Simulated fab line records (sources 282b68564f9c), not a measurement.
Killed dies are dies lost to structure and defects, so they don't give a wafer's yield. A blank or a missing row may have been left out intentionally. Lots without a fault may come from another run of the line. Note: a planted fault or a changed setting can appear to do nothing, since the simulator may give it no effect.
A struck lot beside a sound one ; flow ritCmos ; 27 steps out of a route of 202
Sound: the wafers L170.3, L170.4, L170.6. Struck: wafers L164.1, L164.5, L164.6. Last of all comes the cause.
Each step with rows lists, per side, the tool, then ch with its chambers, then its first start. Under that, the readings that differ: sound wafers ; struck wafers ; difference of the means ; sigmas: that difference in standard deviations of wafers without a fault.
alike: same words and numbers on both sides, and readings whose means sit less than 2 such deviations apart. not compared: any withheld reading, any reading some wafer has no value for, any bound like >300 that may hide the same value, and any number with overlapping values for which the record gives no deviation.
Wherever a step has rows on one side only, a row that says differs or no value, or a row with sigmas, the two part there. Numbers that have no deviation but don't overlap get no sigmas and don't part them. A reading that every wafer of one side lacks parts them only if that side has two wafers or more.

RIT_SDANNEAL_RTA_03: time 5 s.
  sound on rtpAnneal-01 ch 0, day 6 11:43; struck on rtpAnneal-01 ch 0, day 5 06:53
  alike: wafer_temp_C_max
RIT_SDANNEAL_RS_MEAS_04: measures by four-point-probe.
  sound on filmMetro-03, day 6 11:47; struck on filmMetro-04, day 5 06:56
  alike: PSD_RS
RIT_SDANNEAL_RS_MEAS_05: measures by four-point-probe.
  sound on filmMetro-03, day 6 11:54; struck on filmMetro-04, day 5 07:04
  alike: NSD_RS
RIT_SDANNEAL_RS_MEAS_06: measures by four-point-probe.
  sound on filmMetro-03, day 6 12:01; struck on filmMetro-04, day 5 07:11
  alike: PLDD_RS
RIT_SDANNEAL_RS_MEAS_07: measures by four-point-probe.
  sound on filmMetro-03, day 6 12:08; struck on filmMetro-04, day 5 07:18
  alike: NLDD_RS
then, 1 step without rows for these wafers: RIT_SILICIDE_WET_ETCH_00 (etches SiO2 in BOE, target depth 14 nm, time 15 s).
RIT_SILICIDE_SPUTTER_01: material Ti, target thk 30 nm, time 240 s.
  sound on pvdSputter-02, day 6 12:14; struck on pvdSputter-02, day 5 07:26
  alike: throttleValvePct
RIT_SILICIDE_RS_MEAS_02: measures by four-point-probe.
  sound on filmMetro-04, day 6 12:26; struck on filmMetro-02, day 5 07:35
  alike: SILICIDE_TI_RS
RIT_SILICIDE_THK_MEAS_03: measures by xrf.
  sound on filmMetro-04, day 6 12:32; struck on filmMetro-02, day 5 07:42
  alike: SILICIDE_TI_THK
RIT_SILICIDE_RTA_04: time 10 s, ramp up 5 s, ramp down 5 s.
  sound on rtpAnneal-02 ch 0, day 6 12:35; struck on rtpAnneal-02 ch 0, day 5 07:46
  alike: wafer_temp_C_max
then, 1 step without rows for these wafers: RIT_SILICIDE_WET_ETCH_05 (etches Ti in SPM, time 120 s).
RIT_SILICIDE_RTA_06: time 10 s, ramp up 5 s, ramp down 10 s.
  sound on rtpAnneal-01 ch 0, day 6 12:42; struck on rtpAnneal-01 ch 0, day 5 07:52
  alike: wafer_temp_C_max
RIT_CONTACT_CVD_00: deposits SiO2 from TEOS, target thk 400 nm, time 61 s.
  sound on pecvd-03 ch 0,2, day 6 12:44; struck on pecvd-03 ch 0,1,2, day 5 07:56
  no value came back on the struck wafers for heaterPowerW (W), rfFwdPowerW (W), susceptorTempC (C); on the sound wafers heaterPowerW (W) reads 254 260 401
then, 6 steps without rows for these wafers: RIT_CONTACT_HMDS_02 (prime time 60 s); RIT_CONTACT_COAT_03 (resist thk 1000 nm); RIT_CONTACT_SOFTBAKE_04 (time 60 s); RIT_CONTACT_EXPOSE_05 (exposes mask M11, target cd 1000 nm); RIT_CONTACT_PEB_06; RIT_CONTACT_DEVELOP_07 (develop time 120 s).
RIT_CONTACT_CD_MEAS_08: target cd 1000 nm.
  sound on cdSem-01, day 6 13:59; struck on cdSem-02, day 5 09:01
  alike: cdNm
RIT_CONTACT_OVL_MEAS_09:
  sound on overlay-02, day 6 14:05; struck on overlay-01, day 5 09:08
  alike: CONTACT_OVL
then, 1 step without rows for these wafers: RIT_CONTACT_HARDBAKE_10 (time 60 s).
RIT_CONTACT_ETCH_11: etches SiO2 in CHF3/CF4/Ar, stops on TiSi2, target depth 480 nm, time 315.2 s.
  sound on rieDiel-01 ch 1,2, day 6 14:15; struck on rieDiel-01 ch 0,3, day 5 09:19
reading;sound;struck;difference;sigmas
oesProductAu (a.u.);0.994 0.993 0.999;0.914 0.933 0.911;-0.076;-5
model.etch.depthNm (nm);400.7 407.7 410;0 0 0;-406;
model.CONTACT.featureDepthNm (nm);400.7 407.7 410;1e-09 1e-09 1e-09;-4e+02;
  alike: drypumpMotorCurrentA, rfFwdPowerW, throttleValvePct
  not compared: rfHoursCounterH
RIT_CONTACT_STRIP_12: strips in O2, time 180 s.
  sound on plasmaAsher-03 ch 0,1, day 6 14:30; struck on plasmaAsher-04 ch 0,1, day 5 09:31
  alike: drypumpMotorCurrentA
  not compared: rfHoursCounterH
RIT_CONTACT_CD_MEAS_90: target cd 1000 nm.
  sound on cdSem-02, day 6 14:40; struck on cdSem-01, day 5 09:41
reading;sound;struck;difference;sigmas
cdNm (nm);999.4 1000.2 1000.3;- - -;no value on the struck wafers;
then, 1 step without rows for these wafers: RIT_CONTACT_CLEAN_13 (cleans in SC1, time 600 s).
RIT_M1_PROBE_99:
  sound on prober-01, day 6 19:22; struck on prober-01, day 5 14:35
reading;sound;struck;difference;sigmas
killedAtContacts;0;262 263 261;+262;+99 or more
killedDies;6;264 264 264;+258;+89
killedOnRim;1;70 70 70;+69;+49
  alike: killedAtFrontEnd, killedOpen, killedShort

WHERE THEY PART
Last at RIT_M1_PROBE_99 as far as this record goes, first at RIT_CONTACT_CVD_00.

WHY: whatever the simulator had introduced
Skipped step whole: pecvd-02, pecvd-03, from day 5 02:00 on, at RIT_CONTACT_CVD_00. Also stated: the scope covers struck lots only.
